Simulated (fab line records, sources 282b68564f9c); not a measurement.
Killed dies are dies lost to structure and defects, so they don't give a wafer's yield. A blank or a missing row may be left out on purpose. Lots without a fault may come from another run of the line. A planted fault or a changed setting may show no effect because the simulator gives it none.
A struck lot beside a sound one | flow rit_cmos | 15 steps out of a route of 202
Sound: wafers L850.2, L850.3, L850.6. Struck: wafers L852.3, L852.5, L852.6. The cause comes at the end.
At each step with rows: each side's tool, then ch and its chambers, then its first start. Under that, the readings that differ: sound wafers | struck wafers | difference of the means | sigmas: that difference in standard deviations of wafers without a fault.
alike: readings whose means differ by less than 2 such deviations, and words and numbers that are the same on both sides. not compared: withheld readings, readings that some wafer has no value for, bounds like >300 that may hide the same value, and numbers for which the record gives no deviation and whose values overlap.
The two part at a step that has a row with sigmas, a row that says differs or no value, or rows on one side only. Numbers that don't overlap but have no deviation are shown without sigmas and don't part them. A reading that every wafer of one side lacks parts them only if that side has two wafers or more.

first, 5 steps without rows for these wafers: RIT_NLDD_COAT_01 (resist thk 1000 nm); RIT_NLDD_SOFTBAKE_02 (time 60 s); RIT_NLDD_EXPOSE_03 (exposes mask M7, target cd 40700 nm); RIT_NLDD_PEB_04; RIT_NLDD_DEVELOP_05 (develop time 50 s).
RIT_NLDD_OVL_MEAS_06:
  sound on overlay-01, day 4 04:56; struck on overlay-02, day 4 20:22
  alike: NLDD_OVL
then, 2 steps without rows for these wafers: RIT_NLDD_HARDBAKE_07 (time 60 s); RIT_NLDD_IMPLANT_08.
RIT_NLDD_STRIP_09: strips in O2, time 180 s.
  sound on plasma_asher-04 ch 1, day 4 05:16; struck on plasma_asher-02 ch 0,1, day 4 20:45
  alike: drypump_motor_current_A, o2_flow_sccm
  not compared: rf_hours_counter_h
RIT_NLDD_TW_MEAS_10:
  sound on film_metro-04, day 4 05:27; struck on film_metro-04, day 4 20:53
  alike: NLDD_TW
then, 2 steps without rows for these wafers: RIT_PLDD_HMDS_00 (prime time 60 s); RIT_PLDD_COAT_01 (resist thk 1000 nm).
RIT_PLDD_SOFTBAKE_02: time 60 s.
  sound on litho_track-01 ch 0, day 4 05:50; struck on litho_track-02 ch 0, day 4 21:17
  reading          | sound             | struck            | difference | sigmas
  run_length_s (s) | 89.09 89.03 88.86 | 98.83 98.48 98.55 | +9.63      | +46
then, 1 step without rows for these wafers: RIT_PLDD_EXPOSE_03 (exposes mask M8, target cd 40900 nm).
RIT_M1_PROBE_99:
  sound on prober-02, day 4 20:37; struck on prober-02, day 5 13:29
  alike: killed_at_M0_to_M3, killed_at_contacts, killed_at_front_end, killed_dies, killed_open, killed_short

WHERE THEY PART
Only at RIT_PLDD_SOFTBAKE_02, within this record. Later steps at which nothing parts them and some readings are alike: RIT_M1_PROBE_99.

WHY: what the simulator had put in
Process parameter drift: litho_track-02, from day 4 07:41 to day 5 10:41, at RIT_PLDD_SOFTBAKE_02. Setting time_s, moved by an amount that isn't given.
